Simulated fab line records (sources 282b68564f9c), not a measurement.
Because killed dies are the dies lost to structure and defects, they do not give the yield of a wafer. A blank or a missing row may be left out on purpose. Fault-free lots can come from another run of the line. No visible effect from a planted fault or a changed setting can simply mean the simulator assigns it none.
fab line records / flow ritCmos
record lots=6 wafers=18 lastDay=7
route steps=202 shown GATE@84 M1@202
lots with no fault: from the same line, run without faults
startH: the number of hours between the record's first day and the start of the first shown wafer of the lot / waitH: hours elapsed since this lot's preceding step / " as in the row above / L1.1+2: one row covering several wafers at once / - no value, or no start was given / * or withheld: withheld / < > ~ a bound
route shown NAME@n: names a module that has steps shown in the file, with the first one's number in the route / usual: the fault-free wafers' mean and standard deviation / same: alike in all rows / chamber/n: place in a boat / sites: per-site readings / _std_site: their standard deviation / _edge_site: inner sites' mean taken away from outer sites' mean / radiusMm: how far each site lies from the wafer's centre / mask NAME#n: copy n / behind: the last tool/chamber to shape the wafer / hold: reason for holding the lot/hours on hold/outcome of the hold / device: transistor that didn't switch, given as n, p or np / end of line: the tests these same wafers got at the end of their route / a step given without rows: its recipe and nothing more / killed: not the wafer's yield, but the dies lost to structure and defects at the first sort / map: a wafer's dies, x killed, . not, _ none there
set.NAME: the setting the step ran with; set.NAME@STEP: the setting that earlier step ran with / model.NAME: the simulator's own value behind a step, which no gauge read
lots at selected steps of the route; one table per step, one row per wafer
services: when a tool's chamber went out of use (startH, in hours from the record's first day, below 0 if earlier), for how many hours, and the reason
## steps
# step RIT_GATE_CVD_08
# recipe material=poly-Si targetThkNm=250 tempC=610 precursor=SiH4 timeS=2220 pressureMtorr=312.2 sih4FlowSccm=100
# step RIT_GATE_THK_MEAS_09
# recipe reads=poly-Si_of_GATE_CVD_08
# usual GATE_POLY_THK=255.5/2.5
lot.wafer=L350.3 tool=filmMetro-02 chamber=- startH=38.87 waitH=0.0 GATE_POLY_THK[nm]=258.2
lot.wafer=L350.4 tool=filmMetro-02 chamber=- startH=38.87 waitH=0.0 GATE_POLY_THK[nm]=257.9
lot.wafer=L350.6 tool=filmMetro-02 chamber=- startH=38.87 waitH=0.0 GATE_POLY_THK[nm]=257.1
lot.wafer=L358.1 tool=filmMetro-02 chamber=- startH=76.33 waitH=0.0 GATE_POLY_THK[nm]=257.0
lot.wafer=L358.4 tool=filmMetro-02 chamber=- startH=76.33 waitH=0.0 GATE_POLY_THK[nm]=256.7
lot.wafer=L358.6 tool=filmMetro-02 chamber=- startH=76.33 waitH=0.0 GATE_POLY_THK[nm]=256.3
lot.wafer=L363.2 tool=filmMetro-01 chamber=- startH=106.55 waitH=0.0 GATE_POLY_THK[nm]=254.8
lot.wafer=L363.3 tool=filmMetro-01 chamber=- startH=106.55 waitH=0.0 GATE_POLY_THK[nm]=255.4
lot.wafer=L363.5 tool=filmMetro-01 chamber=- startH=106.55 waitH=0.0 GATE_POLY_THK[nm]=255.1
lot.wafer=L364.1 tool=filmMetro-04 chamber=- startH=112.25 waitH=0.0 GATE_POLY_THK[nm]=252.8
lot.wafer=L364.2 tool=filmMetro-04 chamber=- startH=112.25 waitH=0.0 GATE_POLY_THK[nm]=252.8
lot.wafer=L364.3 tool=filmMetro-04 chamber=- startH=112.25 waitH=0.0 GATE_POLY_THK[nm]=252.6
lot.wafer=L372.1 tool=filmMetro-04 chamber=- startH=152.83 waitH=0.0 GATE_POLY_THK[nm]=256.5
lot.wafer=L372.4 tool=filmMetro-04 chamber=- startH=152.83 waitH=0.0 GATE_POLY_THK[nm]=259.0
lot.wafer=L372.6 tool=filmMetro-04 chamber=- startH=152.83 waitH=0.0 GATE_POLY_THK[nm]=257.1
lot.wafer=L373.2 tool=filmMetro-02 chamber=- startH=152.84 waitH=0.0 GATE_POLY_THK[nm]=256.3
lot.wafer=L373.5 tool=filmMetro-02 chamber=- startH=152.84 waitH=0.0 GATE_POLY_THK[nm]=255.9
lot.wafer=L373.6 tool=filmMetro-02 chamber=- startH=152.84 waitH=0.0 GATE_POLY_THK[nm]=254.4
# step RIT_GATE_HMDS_10
# recipe primeTimeS=60 primeTempC=140
# step RIT_GATE_COAT_11
# recipe resist=NOVOLAK spinRpm=4250 resistThkNm=850
# step RIT_GATE_SOFTBAKE_12
# recipe resist=NOVOLAK tempC=90 timeS=60
# step RIT_GATE_EXPOSE_13
# recipe maskId=M6 na=0.6 sourceShape=conventional sigmaOuter=0.6 targetCdNm=150 doseMj=380
# step RIT_GATE_PEB_14
# recipe resist=NOVOLAK tempC=withheld timeS=withheld
# step RIT_GATE_DEVELOP_15
# recipe resist=NOVOLAK developTimeS=50 devTempC=23
# step RIT_GATE_CD_MEAS_16
# recipe targetCdNm=150
# usual cdNm=150.5/2.5
lot.wafer=L350.3 tool=cdSem-01 chamber=- startH=39.94 waitH=- cdNm=149.7
lot.wafer=L350.4 tool=cdSem-01 chamber=- startH=39.94 waitH=- cdNm=148.9
lot.wafer=L350.6 tool=cdSem-01 chamber=- startH=39.94 waitH=- cdNm=149.4
lot.wafer=L358.1 tool=cdSem-01 chamber=- startH=77.24 waitH=- cdNm=148.4
lot.wafer=L358.4 tool=cdSem-01 chamber=- startH=77.24 waitH=- cdNm=149.5
lot.wafer=L358.6 tool=cdSem-01 chamber=- startH=77.24 waitH=- cdNm=150.7
lot.wafer=L363.2 tool=cdSem-02 chamber=- startH=107.94 waitH=- cdNm=152.0
lot.wafer=L363.3 tool=cdSem-02 chamber=- startH=107.94 waitH=- cdNm=152.2
lot.wafer=L363.5 tool=cdSem-02 chamber=- startH=107.94 waitH=- cdNm=149.7
lot.wafer=L364.1 tool=cdSem-02 chamber=- startH=113.22 waitH=- cdNm=151.6
lot.wafer=L364.2 tool=cdSem-02 chamber=- startH=113.22 waitH=- cdNm=151.2
lot.wafer=L364.3 tool=cdSem-02 chamber=- startH=113.22 waitH=- cdNm=148.2
lot.wafer=L373.2 tool=cdSem-02 chamber=- startH=153.97 waitH=- cdNm=153.5
lot.wafer=L373.5 tool=cdSem-02 chamber=- startH=153.97 waitH=- cdNm=150.7
lot.wafer=L373.6 tool=cdSem-02 chamber=- startH=153.97 waitH=- cdNm=152.0
lot.wafer=L372.1 tool=cdSem-01 chamber=- startH=154.24 waitH=- cdNm=147.2
lot.wafer=L372.4 tool=cdSem-01 chamber=- startH=154.24 waitH=- cdNm=145.6
lot.wafer=L372.6 tool=cdSem-01 chamber=- startH=154.24 waitH=- cdNm=148.2
# step RIT_GATE_OVL_MEAS_17
# usual GATE_OVL=-0.4/1.2
lot.wafer=L350.3 tool=overlay-01 chamber=- startH=40.03 waitH=0.1 GATE_OVL[nm]=-1.9
lot.wafer=L350.4 tool=overlay-01 chamber=- startH=40.03 waitH=0.1 GATE_OVL[nm]=-2.2
lot.wafer=L350.6 tool=overlay-01 chamber=- startH=40.03 waitH=0.1 GATE_OVL[nm]=-0.8
lot.wafer=L358.1 tool=overlay-02 chamber=- startH=77.36 waitH=0.1 GATE_OVL[nm]=0.3
lot.wafer=L358.4 tool=overlay-02 chamber=- startH=77.36 waitH=0.1 GATE_OVL[nm]=-0.7
lot.wafer=L358.6 tool=overlay-02 chamber=- startH=77.36 waitH=0.1 GATE_OVL[nm]=0.5
lot.wafer=L363.2 tool=overlay-01 chamber=- startH=108.04 waitH=0.1 GATE_OVL[nm]=-1.7
lot.wafer=L363.3 tool=overlay-01 chamber=- startH=108.04 waitH=0.1 GATE_OVL[nm]=-0.8
lot.wafer=L363.5 tool=overlay-01 chamber=- startH=108.04 waitH=0.1 GATE_OVL[nm]=-0.3
lot.wafer=L364.1 tool=overlay-01 chamber=- startH=113.34 waitH=0.1 GATE_OVL[nm]=-0.8
lot.wafer=L364.2 tool=overlay-01 chamber=- startH=113.34 waitH=0.1 GATE_OVL[nm]=-1.3
lot.wafer=L364.3 tool=overlay-01 chamber=- startH=113.34 waitH=0.1 GATE_OVL[nm]=-1.0
lot.wafer=L373.2 tool=overlay-01 chamber=- startH=154.08 waitH=0.1 GATE_OVL[nm]=1.5
lot.wafer=L373.5 tool=overlay-01 chamber=- startH=154.08 waitH=0.1 GATE_OVL[nm]=0.8
lot.wafer=L373.6 tool=overlay-01 chamber=- startH=154.08 waitH=0.1 GATE_OVL[nm]=1.6
lot.wafer=L372.1 tool=overlay-02 chamber=- startH=154.36 waitH=0.1 GATE_OVL[nm]=-1.1
lot.wafer=L372.4 tool=overlay-02 chamber=- startH=154.36 waitH=0.1 GATE_OVL[nm]=-2.1
lot.wafer=L372.6 tool=overlay-02 chamber=- startH=154.36 waitH=0.1 GATE_OVL[nm]=-1.3
# step RIT_GATE_HARDBAKE_18
# recipe resist=NOVOLAK tempC=140 timeS=60
# step RIT_GATE_ETCH_19
# recipe chemistry=SF6/CHF3/O2 timeS=165 SF6_flow_sccm=30 CHF3_flow_sccm=30 O2_flow_sccm=5 target=poly-Si pressureMtorr=40 rfW=160 targetDepthA=3125 overEtchFrac=0.25 stopOn=SiO2
# usual drypumpMotorCurrentA=5.5/0.47 oesProductAu=0.864/0.016 throttleValvePct=10.14/0.15
lot.wafer=L350.3 tool=rieSi-01 chamber=1 startH=40.20 waitH=0.1 drypumpMotorCurrentA=5.5 oesProductAu=0.865 rfHoursCounterH=0 throttleValvePct=10.24
lot.wafer=L350.4 tool=rieSi-01 chamber=2 startH=40.20 waitH=0.1 drypumpMotorCurrentA=5.7 oesProductAu=0.871 rfHoursCounterH=61 throttleValvePct=9.92
lot.wafer=L350.6 tool=rieSi-01 chamber=3 startH=40.20 waitH=0.1 drypumpMotorCurrentA=5.1 oesProductAu=0.848 rfHoursCounterH=- throttleValvePct=10.13
lot.wafer=L358.1 tool=rieSi-01 chamber=2 startH=77.54 waitH=0.1 drypumpMotorCurrentA=5.6 oesProductAu=0.875 rfHoursCounterH=61 throttleValvePct=9.90
lot.wafer=L358.4 tool=rieSi-01 chamber=1 startH=77.54 waitH=0.1 drypumpMotorCurrentA=5.5 oesProductAu=0.859 rfHoursCounterH=- throttleValvePct=10.22
lot.wafer=L358.6 tool=rieSi-01 chamber=2 startH=77.54 waitH=0.1 drypumpMotorCurrentA=5.6 oesProductAu=0.869 rfHoursCounterH=- throttleValvePct=9.90
lot.wafer=L363.2 tool=rieSi-02 chamber=2 startH=108.22 waitH=0.1 drypumpMotorCurrentA=6.0 oesProductAu=0.848 rfHoursCounterH=0 throttleValvePct=10.05
lot.wafer=L363.3 tool=rieSi-02 chamber=1 startH=108.22 waitH=0.1 drypumpMotorCurrentA=4.9 oesProductAu=0.869 rfHoursCounterH=89 throttleValvePct=10.36
lot.wafer=L363.5 tool=rieSi-02 chamber=0 startH=108.22 waitH=0.1 drypumpMotorCurrentA=4.8 oesProductAu=0.835 rfHoursCounterH=- throttleValvePct=9.97
lot.wafer=L364.1 tool=rieSi-01 chamber=1 startH=113.56 waitH=0.1 drypumpMotorCurrentA=5.5 oesProductAu=0.856 rfHoursCounterH=1 throttleValvePct=10.22
lot.wafer=L364.2 tool=rieSi-01 chamber=0 startH=113.56 waitH=0.1 drypumpMotorCurrentA=5.8 oesProductAu=0.884 rfHoursCounterH=129 throttleValvePct=10.16
lot.wafer=L364.3 tool=rieSi-01 chamber=3 startH=113.56 waitH=0.1 drypumpMotorCurrentA=5.1 oesProductAu=0.837 rfHoursCounterH=44 throttleValvePct=10.13
lot.wafer=L373.2 tool=rieSi-01 chamber=1 startH=154.26 waitH=0.1 drypumpMotorCurrentA=5.5 oesProductAu=0.865 rfHoursCounterH=1 throttleValvePct=10.22
lot.wafer=L373.5 tool=rieSi-01 chamber=1 startH=154.26 waitH=0.1 drypumpMotorCurrentA=5.5 oesProductAu=0.861 rfHoursCounterH=- throttleValvePct=10.22
lot.wafer=L373.6 tool=rieSi-01 chamber=0 startH=154.26 waitH=0.1 drypumpMotorCurrentA=5.8 oesProductAu=0.891 rfHoursCounterH=- throttleValvePct=10.15
lot.wafer=L372.1 tool=rieSi-02 chamber=1 startH=154.54 waitH=0.1 drypumpMotorCurrentA=5.0 oesProductAu=0.873 rfHoursCounterH=89 throttleValvePct=10.35
lot.wafer=L372.4 tool=rieSi-02 chamber=0 startH=154.54 waitH=0.1 drypumpMotorCurrentA=4.8 oesProductAu=0.848 rfHoursCounterH=1 throttleValvePct=9.96
lot.wafer=L372.6 tool=rieSi-02 chamber=0 startH=154.54 waitH=0.1 drypumpMotorCurrentA=4.8 oesProductAu=0.847 rfHoursCounterH=- throttleValvePct=9.94
# step RIT_GATE_STRIP_20
# recipe chemistry=O2 timeS=180 resist=NOVOLAK platenTempC=withheld powerW=500 pressureMtorr=4000 o2FlowSccm=4000
# usual drypumpMotorCurrentA=5.4/0.53 o2FlowSccm=4001/13
lot.wafer=L350.3 tool=plasmaAsher-01 chamber=0 startH=40.37 waitH=0.1 drypumpMotorCurrentA=4.9 o2FlowSccm=4008 rfHoursCounterH=-
lot.wafer=L350.4 tool=plasmaAsher-01 chamber=1 startH=40.37 waitH=0.1 drypumpMotorCurrentA=6.3 o2FlowSccm=3998 rfHoursCounterH=-
lot.wafer=L350.6 tool=plasmaAsher-01 chamber=1 startH=40.37 waitH=0.1 drypumpMotorCurrentA=6.4 o2FlowSccm=4019 rfHoursCounterH=-
lot.wafer=L358.1 tool=plasmaAsher-03 chamber=1 startH=77.65 waitH=0.1 drypumpMotorCurrentA=5.7 o2FlowSccm=4007 rfHoursCounterH=42
lot.wafer=L358.4 tool=plasmaAsher-03 chamber=1 startH=77.65 waitH=0.1 drypumpMotorCurrentA=5.7 o2FlowSccm=3975 rfHoursCounterH=-
lot.wafer=L358.6 tool=plasmaAsher-03 chamber=0 startH=77.65 waitH=0.1 drypumpMotorCurrentA=5.6 o2FlowSccm=3996 rfHoursCounterH=-
lot.wafer=L363.2 tool=plasmaAsher-03 chamber=0 startH=108.33 waitH=0.1 drypumpMotorCurrentA=5.6 o2FlowSccm=4823 rfHoursCounterH=45
lot.wafer=L363.3 tool=plasmaAsher-03 chamber=1 startH=108.33 waitH=0.1 drypumpMotorCurrentA=5.7 o2FlowSccm=4000 rfHoursCounterH=-
lot.wafer=L363.5 tool=plasmaAsher-03 chamber=0 startH=108.33 waitH=0.1 drypumpMotorCurrentA=5.6 o2FlowSccm=4816 rfHoursCounterH=-
lot.wafer=L364.1 tool=plasmaAsher-03 chamber=0 startH=113.66 waitH=0.1 drypumpMotorCurrentA=5.6 o2FlowSccm=4789 rfHoursCounterH=46
lot.wafer=L364.2 tool=plasmaAsher-03 chamber=1 startH=113.66 waitH=0.1 drypumpMotorCurrentA=5.7 o2FlowSccm=3992 rfHoursCounterH=46
lot.wafer=L364.3 tool=plasmaAsher-03 chamber=0 startH=113.66 waitH=0.1 drypumpMotorCurrentA=5.6 o2FlowSccm=4802 rfHoursCounterH=-
lot.wafer=L373.2 tool=plasmaAsher-02 chamber=1 startH=154.37 waitH=0.1 drypumpMotorCurrentA=4.7 o2FlowSccm=3998 rfHoursCounterH=4
lot.wafer=L373.5 tool=plasmaAsher-02 chamber=1 startH=154.37 waitH=0.1 drypumpMotorCurrentA=4.7 o2FlowSccm=3993 rfHoursCounterH=-
lot.wafer=L373.6 tool=plasmaAsher-02 chamber=0 startH=154.37 waitH=0.1 drypumpMotorCurrentA=5.1 o2FlowSccm=4008 rfHoursCounterH=-
lot.wafer=L372.1 tool=plasmaAsher-01 chamber=1 startH=154.65 waitH=0.1 drypumpMotorCurrentA=6.4 o2FlowSccm=3995 rfHoursCounterH=51
lot.wafer=L372.4 tool=plasmaAsher-01 chamber=0 startH=154.65 waitH=0.1 drypumpMotorCurrentA=4.9 o2FlowSccm=4012 rfHoursCounterH=-
lot.wafer=L372.6 tool=plasmaAsher-01 chamber=0 startH=154.65 waitH=0.1 drypumpMotorCurrentA=4.9 o2FlowSccm=3998 rfHoursCounterH=-
# step RIT_GATE_CD_MEAS_90
# recipe targetCdNm=150
# usual cdNm=150.5/2.5
lot.wafer=L350.3 tool=cdSem-01 chamber=- startH=40.61 waitH=0.2 cdNm=149.8
lot.wafer=L350.4 tool=cdSem-01 chamber=- startH=40.61 waitH=0.2 cdNm=149.1
lot.wafer=L350.6 tool=cdSem-01 chamber=- startH=40.61 waitH=0.2 cdNm=149.4
lot.wafer=L358.1 tool=cdSem-01 chamber=- startH=77.83 waitH=0.1 cdNm=148.5
lot.wafer=L358.4 tool=cdSem-01 chamber=- startH=77.83 waitH=0.1 cdNm=149.7
lot.wafer=L358.6 tool=cdSem-01 chamber=- startH=77.83 waitH=0.1 cdNm=150.7
lot.wafer=L363.2 tool=cdSem-02 chamber=- startH=108.53 waitH=0.1 cdNm=152.0
lot.wafer=L363.3 tool=cdSem-02 chamber=- startH=108.53 waitH=0.1 cdNm=151.7
lot.wafer=L363.5 tool=cdSem-02 chamber=- startH=108.53 waitH=0.1 cdNm=149.6
lot.wafer=L364.1 tool=cdSem-01 chamber=- startH=113.84 waitH=0.1 cdNm=151.5
lot.wafer=L364.2 tool=cdSem-01 chamber=- startH=113.84 waitH=0.1 cdNm=151.4
lot.wafer=L364.3 tool=cdSem-01 chamber=- startH=113.84 waitH=0.1 cdNm=148.7
lot.wafer=L373.2 tool=cdSem-01 chamber=- startH=154.56 waitH=0.1 cdNm=153.2
lot.wafer=L373.5 tool=cdSem-01 chamber=- startH=154.56 waitH=0.1 cdNm=150.6
lot.wafer=L373.6 tool=cdSem-01 chamber=- startH=154.56 waitH=0.1 cdNm=152.2
lot.wafer=L372.1 tool=cdSem-02 chamber=- startH=154.83 waitH=0.1 cdNm=147.6
lot.wafer=L372.4 tool=cdSem-02 chamber=- startH=154.83 waitH=0.1 cdNm=145.4
lot.wafer=L372.6 tool=cdSem-02 chamber=- startH=154.83 waitH=0.1 cdNm=148.1
# step RIT_M1_PROBE_99
# usual killedAtContacts=0.1/0.28 killedAtFrontEnd=7.0/2.9 killedDies=7.0/2.9 killedOpen=3.4/2.1 killedShort=3.6/1.7
# same grossDies=264 killed_at_M0_to_M3=0 killed_at_M4_up=0 killedAtBackSide=0 killedAtOther=0
lot.wafer=L350.3 tool=prober-02 chamber=- startH=62.37 waitH=0.2 killedAtContacts=0 killedAtFrontEnd=6 killedDies=6 killedOpen=2 killedShort=4
lot.wafer=L350.4 tool=prober-02 chamber=- startH=62.42 waitH=0.2 killedAtContacts=0 killedAtFrontEnd=12 killedDies=12 killedOpen=6 killedShort=6
lot.wafer=L350.6 tool=prober-02 chamber=- startH=62.52 waitH=0.2 killedAtContacts=0 killedAtFrontEnd=6 killedDies=6 killedOpen=3 killedShort=3
lot.wafer=L364.1 tool=prober-01 chamber=- startH=133.96 waitH=0.1 killedAtContacts=0 killedAtFrontEnd=6 killedDies=6 killedOpen=2 killedShort=4
lot.wafer=L364.2 tool=prober-01 chamber=- startH=134.01 waitH=0.1 killedAtContacts=0 killedAtFrontEnd=9 killedDies=9 killedOpen=3 killedShort=6
lot.wafer=L364.3 tool=prober-01 chamber=- startH=134.06 waitH=0.2 killedAtContacts=1 killedAtFrontEnd=5 killedDies=6 killedOpen=3 killedShort=3
lot.wafer=L372.1 tool=prober-02 chamber=- startH=178.23 waitH=0.1 killedAtContacts=0 killedAtFrontEnd=8 killedDies=8 killedOpen=1 killedShort=7
lot.wafer=L372.4 tool=prober-02 chamber=- startH=178.38 waitH=0.2 killedAtContacts=0 killedAtFrontEnd=9 killedDies=9 killedOpen=3 killedShort=6
lot.wafer=L372.6 tool=prober-02 chamber=- startH=178.48 waitH=0.2 killedAtContacts=1 killedAtFrontEnd=6 killedDies=7 killedOpen=3 killedShort=4
# killed by level:class
L350.3 FOX1:geometricParticle:short=1 FOX1:geometricParticle:open=1 GATE:geometricParticle:short=1 GATE:geometricParticle:open=1 REOX:geometricParticle:short=1 SILICIDE:geometricParticle:short=1
L350.4 SILICIDE:geometricParticle:short=4 FOX1:geometricParticle:open=2 GATE:geometricParticle:open=2 SILICIDE:geometricParticle:open=2 FOX1:geometricParticle:short=1 REOX:geometricParticle:short=1
L350.6 GATE:geometricParticle:open=2 FOX1:geometricParticle:open=1 GATE:geometricParticle:short=1 REOX:geometricParticle:short=1 SILICIDE:geometricParticle:short=1
L364.1 SILICIDE:geometricParticle:short=2 FOX2:geometricParticle:short=1 GATE:geometricParticle:short=1 SPACER:geometricParticle:open=1 SILICIDE:geometricParticle:open=1
L364.2 GATE:geometricParticle:short=2 SPACER:geometricParticle:open=2 SPACER:geometricParticle:short=2 SILICIDE:geometricParticle:short=2 SILICIDE:geometricParticle:open=1
L364.3 GATE:geometricParticle:open=2 SPACER:geometricParticle:short=2 SILICIDE:geometricParticle:short=1 CONTACT:geometricParticle:open=1
L372.1 GATE:geometricParticle:short=3 SPACER:geometricParticle:short=2 FOX1:geometricParticle:short=1 FOX2:geometricParticle:short=1 SILICIDE:geometricParticle:open=1
L372.4 GATE:geometricParticle:short=3 FOX2:geometricParticle:open=2 FOX2:geometricParticle:short=1 GATE:geometricParticle:open=1 SPACER:geometricParticle:short=1 SILICIDE:geometricParticle:short=1
L372.6 FOX2:geometricParticle:short=2 GATE:geometricParticle:open=1 SPACER:geometricParticle:open=1 SPACER:geometricParticle:short=1 SILICIDE:geometricParticle:short=1 CONTACT:geometricParticle:open=1
## services
tool=rieSi-01 chamber=1 startH=21.97 hours=- kind=clean
tool=rieSi-01 chamber=1 startH=21.97 hours=18.0 kind=scheduledDown
tool=rieSi-01 chamber=1 startH=21.97 hours=18.0 kind=ventCycle
tool=rieSi-02 chamber=- startH=61.70 hours=0.4 kind=repair
tool=rieSi-02 chamber=2 startH=62.36 hours=- kind=clean
tool=rieSi-02 chamber=2 startH=62.36 hours=17.9 kind=scheduledDown
tool=rieSi-02 chamber=2 startH=62.36 hours=17.9 kind=ventCycle
tool=rieSi-01 chamber=0 startH=76.43 hours=2.1 kind=repair
tool=rieSi-02 chamber=0 startH=80.27 hours=- kind=clean
tool=rieSi-02 chamber=0 startH=80.27 hours=14.3 kind=scheduledDown
tool=rieSi-02 chamber=0 startH=80.27 hours=14.3 kind=ventCycle
tool=plasmaAsher-02 chamber=- startH=108.80 hours=9.0 kind=pm
tool=plasmaAsher-02 chamber=0 startH=108.80 hours=9.0 kind=ventCycle
tool=plasmaAsher-02 chamber=1 startH=108.80 hours=9.0 kind=ventCycle
tool=plasmaAsher-02 chamber=0 startH=117.80 hours=- kind=clean
tool=plasmaAsher-02 chamber=1 startH=117.80 hours=- kind=clean
## key
firstSign step=RIT_GATE_STRIP_20 reading=o2FlowSccm direction=up sigmas=63 usual=4001 struck=4808
effect none on later readings
metAt RIT_GATE_STRIP_20
struckWafers L363.2,L363.5,L364.1,L364.3
testerLeftOut L363,L364
onsetBetween 77.65 108.33
fault kind=processParameterDrift tool=plasmaAsher-03 chamber=0 onsetH=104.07 steps=RIT_GATE_STRIP_20 channel=o2FlowSccm offset=800 shape=step endH=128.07 actsIn=theseRecipesOnly stated=4000
# testerLeftOut: of these lots the tester's yield and bins aren't shown, on N5 and GAA mostly nor the transistor test; their killed dies are dies lost to structure and defects alone, not to doping, threshold or leakage, so they don't give the yield
